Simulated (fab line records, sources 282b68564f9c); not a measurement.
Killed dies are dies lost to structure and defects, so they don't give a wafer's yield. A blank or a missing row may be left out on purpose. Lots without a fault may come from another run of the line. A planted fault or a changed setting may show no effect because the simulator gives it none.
Which tool did it? | flow rit_cmos | 14 lots, 42 wafers sampled, at 5 steps of a route of 202

WHAT THE GAUGES READ, wafer by wafer
RIT_ACTIVE_THK_MEAS_02. Usual: ACTIVE_OXIDE_THK 46.9 nm, standard deviation 0.82.
lot  | measured    | on            | ACTIVE_OXIDE_THK (nm) | flag
L356 | day 1 12:03 | film_metro-02 | 46.0 46.5 46.5        |
L357 | day 1 17:03 | film_metro-02 | 47.2 48.0 47.9        |
L358 | day 1 22:04 | film_metro-02 | 46.1 45.4 47.1        |
L359 | day 2 03:03 | film_metro-02 | 47.3 47.7 47.1        |
L360 | day 2 09:15 | film_metro-04 | 47.4 46.8 46.5        |
L361 | day 2 13:04 | film_metro-02 | 46.2 46.6 46.6        |
L363 | day 3 01:18 | film_metro-01 | 75.2 73.5 74.8        | OFF
L365 | day 3 13:53 | film_metro-01 | 76.3 76.6 75.6        | OFF
L369 | day 4 05:03 | film_metro-02 | 46.8 46.5 46.9        |
L372 | day 4 21:40 | film_metro-02 | 46.5 47.5 46.8        |
L375 | day 5 11:04 | film_metro-04 | 48.2 48.0 49.2        |
L376 | day 5 16:17 | film_metro-01 | 46.4 46.6 47.2        |
L377 | day 5 21:03 | film_metro-01 | 44.6 45.1 45.3        |
L379 | day 6 07:03 | film_metro-04 | 45.7 46.7 47.4        |

RIT_NWELL_TW_MEAS_10. Usual: NWELL_TW 2129, standard deviation 11.
lot  | measured    | on            | NWELL_TW       | flag
L356 | day 1 22:22 | film_metro-03 | 2114 2112 2116 |
L357 | day 2 01:55 | film_metro-02 | 2143 2141 2137 |
L358 | day 2 07:09 | film_metro-03 | 2137 2127 2124 |
L359 | day 2 13:11 | film_metro-03 | 2135 2124 2126 |
L360 | day 2 19:19 | film_metro-03 | 2132 2122 2127 |
L361 | day 2 23:40 | film_metro-02 | 2142 2135 2144 |
L363 | day 3 12:39 | film_metro-02 | 2130 2127 2132 |
L365 | day 4 01:25 | film_metro-02 | 2118 2127 2127 |
L369 | day 4 14:04 | film_metro-01 | 2153 2156 2154 |
L372 | day 5 06:23 | film_metro-02 | 2120 2128 2120 |
L375 | day 5 21:37 | film_metro-03 | 2129 2138 2136 |
L376 | day 6 01:14 | film_metro-03 | 2118 2111 2118 |
L377 | day 6 05:55 | film_metro-02 | 2129 2126 2126 |
L379 | day 6 17:13 | film_metro-02 | 2129 2125 2130 |

RIT_PSD_OVL_MEAS_06. Usual: PSD_OVL 0.0 nm, standard deviation 1.3.
lot  | measured    | on         | PSD_OVL (nm)   | flag
L356 | day 3 02:31 | overlay-02 | -0.1 0.0 1.6   |
L357 | day 3 05:38 | overlay-01 | 2.0 0.5 0.9    |
L358 | day 3 09:55 | overlay-02 | 1.6 1.5 1.4    |
L359 | day 3 17:14 | overlay-02 | 3.0 2.1 0.5    |
L360 | day 4 00:39 | overlay-01 | -1.1 -1.0 -1.0 |
L361 | day 4 03:32 | overlay-02 | 1.1 1.8 0.8    |
L363 | day 4 19:23 | overlay-01 | -1.3 -1.1 -1.4 |
L365 | day 5 11:40 | overlay-02 | 1.1 0.1 0.6    |
L369 | day 5 18:58 | overlay-02 | 0.8 -0.8 1.4   |
L372 | day 6 10:14 | overlay-02 | -0.7 1.4 -1.5  |
L375 | day 7 00:24 | overlay-02 | 0.3 0.5 -0.8   |
L376 | day 7 04:50 | overlay-02 | -1.4 0.5 0.8   |
L377 | day 7 09:39 | overlay-02 | 0.6 2.0 1.5    |
L379 | day 7 19:32 | overlay-02 | 0.2 -0.8 -1.3  |

RIT_SILICIDE_THK_MEAS_03: measures by xrf. Usual: SILICIDE_TI_THK 30.0 nm, standard deviation 0.33.
lot  | measured    | on            | SILICIDE_TI_THK (nm) | flag
L356 | day 3 04:16 | film_metro-03 | 30.3 30.5 30.4       |
L357 | day 3 07:24 | film_metro-03 | 29.9 30.0 30.2       |
L358 | day 3 11:41 | film_metro-03 | 29.7 29.6 29.7       |
L359 | day 3 19:00 | film_metro-04 | 30.2 30.6 30.5       |
L360 | day 4 02:25 | film_metro-04 | 30.0 30.0 30.1       |
L361 | day 4 05:18 | film_metro-04 | 29.8 30.1 30.2       |
L363 | day 4 21:09 | film_metro-03 | 29.7 29.9 29.9       |
L365 | day 5 13:54 | film_metro-02 | 29.5 29.9 29.4       |
L369 | day 5 20:44 | film_metro-03 | 30.3 30.2 30.4       |
L372 | day 6 12:10 | film_metro-03 | 29.9 29.8 29.9       |
L375 | day 7 02:10 | film_metro-03 | 30.6 30.6 30.4       |
L376 | day 7 06:35 | film_metro-03 | 29.3 29.8 30.1       |
L377 | day 7 11:25 | film_metro-03 | 30.0 30.1 30.0       |
L379 | day 7 21:17 | film_metro-03 | 30.1 30.1 29.7       |

WHICH TOOL RAN EACH LOT (tool, then ch and the chambers of the sampled wafers, then the start)
lot  | RIT_ACTIVE_OXIDATION_01
L356 | furnace-04 ch 0, day 1 10:07
L357 | furnace-03 ch 0, day 1 15:07
L358 | furnace-04 ch 0, day 1 20:07
L359 | furnace-01 ch 0, day 2 01:07
L360 | furnace-04 ch 0, day 2 07:19
L361 | furnace-04 ch 0, day 2 11:07
L363 | furnace-04 ch 0, day 2 21:12
L365 | furnace-04 ch 0, day 3 08:51 and furnace-01 ch 0, day 3 11:57
L369 | furnace-01 ch 0, day 4 03:07
L372 | furnace-04 ch 0, day 4 19:44
L375 | furnace-01 ch 0, day 5 09:07
L376 | furnace-03 ch 0, day 5 14:21
L377 | furnace-03 ch 0, day 5 19:07
L379 | furnace-04 ch 0, day 6 05:07
- RIT_ACTIVE_OXIDATION_01: target thk 46.8 nm, ox time 3360 s.

WHAT THE TOOLS THEMSELVES READ (means of the sampled wafers that have a number; where no wafer has one, the mark that the record gives instead)
RIT_ACTIVE_OXIDATION_01. Usual: tube_center_temp_C_max 1002.6, standard deviation 0.38; zone_power_load_pct 33.5 %, standard deviation 0.73.
lot  | tool                  | tube_center_temp_C_max | zone_power_load_pct (%) | flag
L356 | furnace-04            | 1002.7                 | 32.7                    |
L357 | furnace-03            | 1002.5                 | 34.5                    |
L358 | furnace-04            | 1002.6                 | 32.9                    |
L359 | furnace-01            | 1002.4                 | 33.9                    |
L360 | furnace-04            | 1002.6                 | 32.8                    |
L361 | furnace-04            | 1002.6                 | 33.1                    |
L363 | furnace-04            | 1002.3                 | 32.9                    |
L365 | furnace-04/furnace-01 | 1002.7                 | 33.3                    |
L369 | furnace-01            | 1002.2                 | 33.7                    |
L372 | furnace-04            | 1002.2                 | 32.9                    |
L375 | furnace-01            | 1002.5                 | 34.1                    |
L376 | furnace-03            | 1002.5                 | 34.3                    |
L377 | furnace-03            | 1002.6                 | 34.6                    |
L379 | furnace-04            | 1002.7                 | 32.5                    |

THE ANSWER, worked out from the rows above alone
Rule: a lot is off if the mean of its wafers that have a number lies more than 3 standard deviations from the usual mean. A lot without any number at a reading at which 4 lots or more have one is off too. The other lots that the step has rows for count as sound. The gauges are gone through in route order, then the tools' own readings, and for those a lot's mean is taken as printed above. The first step at which some lot is off is used, and at that step the reading that is off furthest; a lot without a number counts as furthest.
Off: L363, L365, at RIT_ACTIVE_THK_MEAS_02 (ACTIVE_OXIDE_THK).
A tool fits if, at a process step before that reading, it ran every lot that is off, and no sound lot after the first of them. The gauges at RIT_ACTIVE_THK_MEAS_02 are tried like those tools. None of those tried fits.

WHAT THE SIMULATOR HAD PUT IN
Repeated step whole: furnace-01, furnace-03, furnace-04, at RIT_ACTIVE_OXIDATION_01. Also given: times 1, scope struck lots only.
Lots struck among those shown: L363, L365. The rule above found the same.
